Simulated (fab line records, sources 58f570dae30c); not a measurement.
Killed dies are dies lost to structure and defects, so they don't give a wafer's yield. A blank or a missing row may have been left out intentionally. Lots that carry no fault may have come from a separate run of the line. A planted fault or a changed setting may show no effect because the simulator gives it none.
The tool behind it: which one?	flow berkeley cmos170	7 lots with 21 wafers sampled at 3 steps, on a route of 331 steps

== WHAT THE GAUGES SHOWED, per wafer ==
UCB170_M3_CD_MEAS_90: the cd target is 700 nm.
lot	measured	on	cd nm (nm)
L679	day 8 02:28	cd sem-01	701 702 695
L678	day 8 02:52	cd sem-02	702 702 703
L686	day 9 14:25	cd sem-01	697 698 699
L689	day 10 05:57	cd sem-02	697 695 702
L691	day 10 15:08	cd sem-02	703 695 699
L695	day 11 13:01	cd sem-01	704 700 704
L700	day 12 11:01	cd sem-01	697 694 697

== EACH LOT AND THE TOOL THAT RAN IT (in order: tool; ch and the chambers of the sampled wafers; start) ==
lot	UCB170_M3_METAL_ETCH_18	UCB170_M3_STRIP_19
L679	rie metal-02 ch 0,1, day 8 02:10	plasma asher-02 ch 0,1, day 8 02:21
L678	rie metal-04 ch 0,1, day 8 02:33	plasma asher-02 ch 0,1, day 8 02:44
L686	rie metal-01 ch 0,1, day 9 14:00	plasma asher-01 ch 0,1, day 9 14:11
L689	rie metal-01 ch 0,1, day 10 05:37	plasma asher-02 ch 0,1, day 10 05:49
L691	rie metal-01 ch 0,1, day 10 14:50	plasma asher-04 ch 0,1, day 10 15:02
L695	rie metal-02 ch 0,1, day 11 12:43	plasma asher-04 ch 0,1, day 11 12:53
L700	rie metal-01 ch 0,1, day 12 10:45	plasma asher-02 ch 0,1, day 12 10:55
- UCB170_M3_METAL_ETCH_18: etches Al in Cl2/BCl3, stops on SiO2, target depth 1170 nm, time 195 s.
- UCB170_M3_STRIP_19: strips in O2.

== THE ANSWER, worked out from the rows above alone ==
Rule: the lots themselves supply what counts as usual. Put in order of their means at a reading, lots are off if they are a third of the lots or fewer, leave a main group of 4 or more, and stand apart from it by a gap of 3 or more times the standard deviation of the main group's means; of several such gaps the widest counts. If all means in a main group match to the digits the tables above print for the reading, that group is not used. A lot without any number at a reading at which 4 lots or more have one is off too. All remaining lots with rows at the step are treated as sound.
No lot is off at any reading shown: from this, nothing can be told.

== WHAT HAD BEEN PUT IN BY THE SIMULATOR ==
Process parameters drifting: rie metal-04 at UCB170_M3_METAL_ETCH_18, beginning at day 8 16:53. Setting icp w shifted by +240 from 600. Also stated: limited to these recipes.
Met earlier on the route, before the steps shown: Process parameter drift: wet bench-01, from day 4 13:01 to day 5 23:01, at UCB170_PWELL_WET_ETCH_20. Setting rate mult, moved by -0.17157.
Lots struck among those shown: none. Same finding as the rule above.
